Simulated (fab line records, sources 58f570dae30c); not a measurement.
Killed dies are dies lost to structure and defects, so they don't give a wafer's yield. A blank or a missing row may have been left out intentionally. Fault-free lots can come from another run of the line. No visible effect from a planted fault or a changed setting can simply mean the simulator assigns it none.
Commonality check across tools | flow berkeley cmos170 | Sampled: 15 lots, 45 wafers

== REASON IT WAS OPENED ==
Of 15 lots, 3 have the reading PSD_TW flagged at UCB170_PSD_TW_MEAS_10. Fault-free wafers read 2316, with a standard deviation of 22.
Rule: flag the lot when none of its wafers has a number, or when each of its wafers that has one lies beyond 4 standard deviations from that mean. The rest of the lots are taken to be sound.

lot  | measured     | on            | PSD_TW, wafer by wafer | flag
L827 | day 6 12:20  | film metro-03 | 2307 2299 2323         |
L826 | day 6 12:44  | film metro-04 | 2330 2326 2327         |
L828 | day 6 17:16  | film metro-01 | 2335 2325 2317         |
L829 | day 6 17:31  | film metro-01 | 2315 2322 2320         |
L830 | day 7 04:33  | film metro-04 | 2358 2359 2345         |
L832 | day 7 04:49  | film metro-03 | 2311 2317 2298         |
L833 | day 7 18:12  | film metro-04 | 2340 2357 2338         |
L834 | day 7 18:22  | film metro-03 | 2293 2289 2298         |
L835 | day 8 02:08  | film metro-03 | 2295 2296 2304         |
L840 | day 9 15:49  | film metro-04 | 30 30 30               | FLAGGED
L842 | day 9 16:02  | film metro-01 | 30 30 30               | FLAGGED
L841 | day 9 16:16  | film metro-04 | 30 30 30               | FLAGGED
L847 | day 10 19:07 | film metro-03 | 2306 2307 2305         |
L848 | day 10 19:14 | film metro-03 | 2306 2303 2299         |
L849 | day 11 12:32 | film metro-03 | 2293 2306 2301         |
Averaged over the flagged lots the numbers come to 30, -2286 from the usual (-99 or more standard deviations).

== LOT BY LOT: THE TOOL USED ==
Before the reading, the record contains 3 process steps out of a 331-step route. Every cell lists first the tool, next ch and the chambers used by the sampled wafers, and last the start.
lot  | flag    | UCB170_NLDD_STRIP_10                 | UCB170_PSD_IMPLANT_08           | UCB170_PSD_STRIP_09
L827 |         | plasma asher-01 ch 0,1, day 6 06:47  | implanter-02 ch 0, day 6 12:07  | plasma asher-03 ch 0,1, day 6 12:14
L826 |         | plasma asher-02 ch 0,1, day 6 06:55  | implanter-01 ch 0, day 6 12:20  | plasma asher-01 ch 0,1, day 6 12:38
L828 |         | plasma asher-04 ch 0,1, day 6 11:09  | implanter-04 ch 0, day 6 17:01  | plasma asher-01 ch 0,1, day 6 17:10
L829 |         | plasma asher-02 ch 1, day 6 11:10    | implanter-04 ch 0, day 6 17:16  | plasma asher-01 ch 0,1, day 6 17:25
L830 |         | plasma asher-01 ch 0,1, day 6 19:25  | implanter-02 ch 0, day 7 04:19  | plasma asher-03 ch 0,1, day 7 04:26
L832 |         | plasma asher-01 ch 0,1, day 6 20:03  | implanter-04 ch 0, day 7 04:34  | plasma asher-02 ch 0,1, day 7 04:43
L833 |         | plasma asher-02 ch 0,1, day 7 12:44  | implanter-02 ch 0, day 7 17:57  | plasma asher-03 ch 0,1, day 7 18:06
L834 |         | plasma asher-01 ch 0,1, day 7 11:46  | implanter-01 ch 0, day 7 18:07  | plasma asher-01 ch 0,1, day 7 18:16
L835 |         | plasma asher-04 ch 0,1, day 7 19:00  | implanter-04 ch 0, day 8 01:55  | plasma asher-03 ch 0,1, day 8 02:02
L840 | FLAGGED | plasma asher-01 ch 0,1, day 9 09:35  | implanter-02, day 9 15:35       | plasma asher-03 ch 0,1, day 9 15:43
L842 | FLAGGED | plasma asher-04 ch 0,1, day 9 10:03  | implanter-01, day 9 15:47       | plasma asher-01 ch 0,1, day 9 15:55
L841 | FLAGGED | plasma asher-01 ch 0,1, day 9 10:20  | implanter-01, day 9 16:02       | plasma asher-03 ch 0,1, day 9 16:09
L847 |         | plasma asher-04 ch 0, day 10 13:49   | implanter-01 ch 0, day 10 18:52 | plasma asher-02 ch 0,1, day 10 19:01
L848 |         | plasma asher-02 ch 0,1, day 10 14:33 | implanter-04 ch 0, day 10 18:59 | plasma asher-03 ch 0,1, day 10 19:08
L849 |         | plasma asher-04 ch 0, day 11 05:14   | implanter-01 ch 0, day 11 12:17 | plasma asher-02 ch 0,1, day 11 12:25
These steps, and what they do:
- UCB170_NLDD_STRIP_10: strips in O2.
- UCB170_PSD_IMPLANT_08
- UCB170_PSD_STRIP_09: strips in O2.
- UCB170_PSD_TW_MEAS_10

== FLAGGED AGAINST TOTAL, ONE TOOL AT A TIME (gauges that did the reading follow at the end) ==
step                  | tool            | lots run | flagged | share of the flagged lots | sound lots run after its first flagged lot
UCB170_NLDD_STRIP_10  | plasma asher-01 | 6        | 2       | some                      | 0
UCB170_NLDD_STRIP_10  | plasma asher-02 | 4        | 0       | none                      | -
UCB170_NLDD_STRIP_10  | plasma asher-04 | 5        | 1       | some                      | 2 (L847,L849)
UCB170_PSD_IMPLANT_08 | implanter-01    | 6        | 2       | some                      | 2 (L847,L849)
UCB170_PSD_IMPLANT_08 | implanter-02    | 4        | 1       | some                      | 0
UCB170_PSD_IMPLANT_08 | implanter-04    | 5        | 0       | none                      | -
UCB170_PSD_STRIP_09   | plasma asher-01 | 5        | 1       | some                      | 0
UCB170_PSD_STRIP_09   | plasma asher-02 | 3        | 0       | none                      | -
UCB170_PSD_STRIP_09   | plasma asher-03 | 7        | 2       | some                      | 1 (L848)
UCB170_PSD_TW_MEAS_10 | film metro-01   | 3        | 1       | some                      | 0
UCB170_PSD_TW_MEAS_10 | film metro-03   | 7        | 0       | none                      | -
UCB170_PSD_TW_MEAS_10 | film metro-04   | 5        | 2       | some                      | 0

== WHAT IS ALLOWED BY THE TABLE ==
No row of the table ran every flagged lot.

== WHAT HAD BEEN PUT IN BY THE SIMULATOR ==
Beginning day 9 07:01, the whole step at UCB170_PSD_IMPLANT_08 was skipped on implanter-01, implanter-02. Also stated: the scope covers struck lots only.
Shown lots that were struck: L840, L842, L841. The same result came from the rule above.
